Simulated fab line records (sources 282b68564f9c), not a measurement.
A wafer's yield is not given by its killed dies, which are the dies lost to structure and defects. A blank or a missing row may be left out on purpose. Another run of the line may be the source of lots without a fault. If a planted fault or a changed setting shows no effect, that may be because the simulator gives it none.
Which tool is to blame? -- flow ritCmos -- 14 lots, 42 wafers sampled, at 2 steps of a route of 202

## WHAT THE GAUGES SHOWED, per wafer
The record lacks any reading of a measuring or inspecting step that a usual standard deviation could be used to judge.

## EACH LOT AND THE TOOL THAT RAN IT (in order: tool; ch and the chambers of the sampled wafers; start)
lot,RIT_CONTACT_ETCH_11,RIT_M1_PROBE_99
L417,"rieDiel-03 ch 0,2,3, day 3 09:40","prober-01, day 3 15:40"
L418,"rieDiel-01 ch 0,2,3, day 3 15:25","prober-02, day 3 20:23"
L420,"rieDiel-03 ch 1,2,3, day 4 00:41","prober-01, day 4 07:34"
L424,"rieDiel-03 ch 0,3, day 4 18:28","prober-01, day 5 00:02"
L426,"rieDiel-03 ch 0,1,2, day 5 00:56","prober-01, day 5 07:40"
L431,"rieDiel-02 ch 0,1,3, day 6 04:01","prober-02, day 6 09:25"
L433,"rieDiel-02 ch 2,3, day 6 12:56","prober-02, day 6 18:31"
L434,"rieDiel-01 ch 1,2,3, day 6 20:31","prober-01, day 7 01:58"
L435,"rieDiel-02 ch 1,3, day 7 00:05","prober-02, day 7 05:23"
L436,"rieDiel-02 ch 0,1,2, day 7 06:25","prober-01, day 7 11:22"
L437,"rieDiel-03 ch 0,3, day 7 09:44","prober-02, day 7 14:48"
L438,"rieDiel-02 ch 0,1,3, day 7 14:48","prober-01, day 7 19:44"
L439,"rieDiel-02 ch 0,1,3, day 7 23:38","prober-02, day 8 05:47"
L440,"rieDiel-03 ch 0,2, day 8 00:57","prober-01, day 8 07:14"
- RIT_CONTACT_ETCH_11: etches SiO2 in CHF3/CF4/Ar, stops on TiSi2, target depth 480 nm, time 320 s.
- RIT_M1_PROBE_99

## WHAT THE TOOLS THEMSELVES READ (means of the sampled wafers that have a number; where no wafer has one, the mark that the record gives instead)
RIT_CONTACT_ETCH_11. Usual: drypumpMotorCurrentA 5.5 A, standard deviation 0.51; oesProductAu 0.983 a.u., standard deviation 0.015; throttleValvePct 8.83 %, standard deviation 0.13.
lot,tool,drypumpMotorCurrentA (A),oesProductAu (a.u.),throttleValvePct (%),flag
L417,rieDiel-03,5.6,0.986,8.89,
L418,rieDiel-01,5.6,0.995,8.86,
L420,rieDiel-03,5.4,0.988,8.79,
L424,rieDiel-03,5.5,0.974,8.90,
L426,rieDiel-03,5.5,0.982,8.85,
L431,rieDiel-02,5.8,0.974,8.91,
L433,rieDiel-02,6.2,0.986,8.80,
L434,rieDiel-01,5.3,0.994,8.83,
L435,rieDiel-02,6.2,0.980,8.88,
L436,rieDiel-02,5.3,0.966,8.79,
L437,rieDiel-03,5.3,0.975,8.82,
L438,rieDiel-02,5.8,0.978,8.90,
L439,rieDiel-02,5.8,0.981,8.90,
L440,rieDiel-03,5.8,0.990,8.94,

RIT_M1_PROBE_99. Usual: value, then standard deviation, for each; killed_at_M0_to_M3 0.0 / 0.12; killedAtContacts 0.1 / 0.25; killedAtFrontEnd 8 / 3.3; killedDies 8 / 3.3; killedOnRim 2.2 / 1.6; killedOpen 3.9 / 2.1; killedShort 3.8 / 2.2.
lot,tool,killed_at_M0_to_M3,killedAtContacts,killedAtFrontEnd,killedDies,killedOnRim,killedOpen,killedShort,flag
L417,prober-01,0.0,0.0,9,9,4.0,5.0,3.7,
L418,prober-02,0.0,0.0,9,9,2.7,3.3,5.3,
L420,prober-01,0.0,0.0,5,5,0.7,2.0,3.3,
L424,prober-01,0.0,4.3,4,9,3.3,3.7,0.7,OFF
L426,prober-01,0.0,2.0,7,9,3.7,3.3,3.7,OFF
L431,prober-02,0.0,0.3,5,5,2.0,2.3,2.7,
L433,prober-02,0.0,0.0,8,8,2.7,4.0,4.3,
L434,prober-01,0.0,0.0,10,10,2.7,6.0,3.7,
L435,prober-02,0.3,0.3,8,8,2.7,4.7,3.7,
L436,prober-01,0.0,0.0,5,5,2.0,2.0,3.0,
L437,prober-02,0.0,0.0,7,7,1.7,4.3,3.0,
L438,prober-01,0.0,0.0,7,7,2.3,3.3,4.0,
L439,prober-02,0.0,0.0,10,10,2.0,4.0,6.0,
L440,prober-01,0.0,0.0,5,5,0.7,3.3,1.3,

## THE ANSWER, worked out from the rows above alone
Rule: a lot is off if the mean of its wafers that have a number lies more than 3 standard deviations from the usual mean. A lot without any number at a reading at which 4 lots or more have one is off too. Where the step has rows for the other lots, those lots are counted as sound. First the gauges in route order, then the tools' own readings, where a lot's mean is used as printed above. The first step at which some lot is off is used, and at that step the reading that is off furthest; a lot without a number counts as furthest.
Off, at RIT_M1_PROBE_99 on killedAtContacts: L424, L426.
If a tool, at that step or one of the process steps before it, ran each lot that is off and ran no sound lot following the first of them, it fits. None of those tried fits.

## WHAT THE SIMULATOR HAD INSERTED
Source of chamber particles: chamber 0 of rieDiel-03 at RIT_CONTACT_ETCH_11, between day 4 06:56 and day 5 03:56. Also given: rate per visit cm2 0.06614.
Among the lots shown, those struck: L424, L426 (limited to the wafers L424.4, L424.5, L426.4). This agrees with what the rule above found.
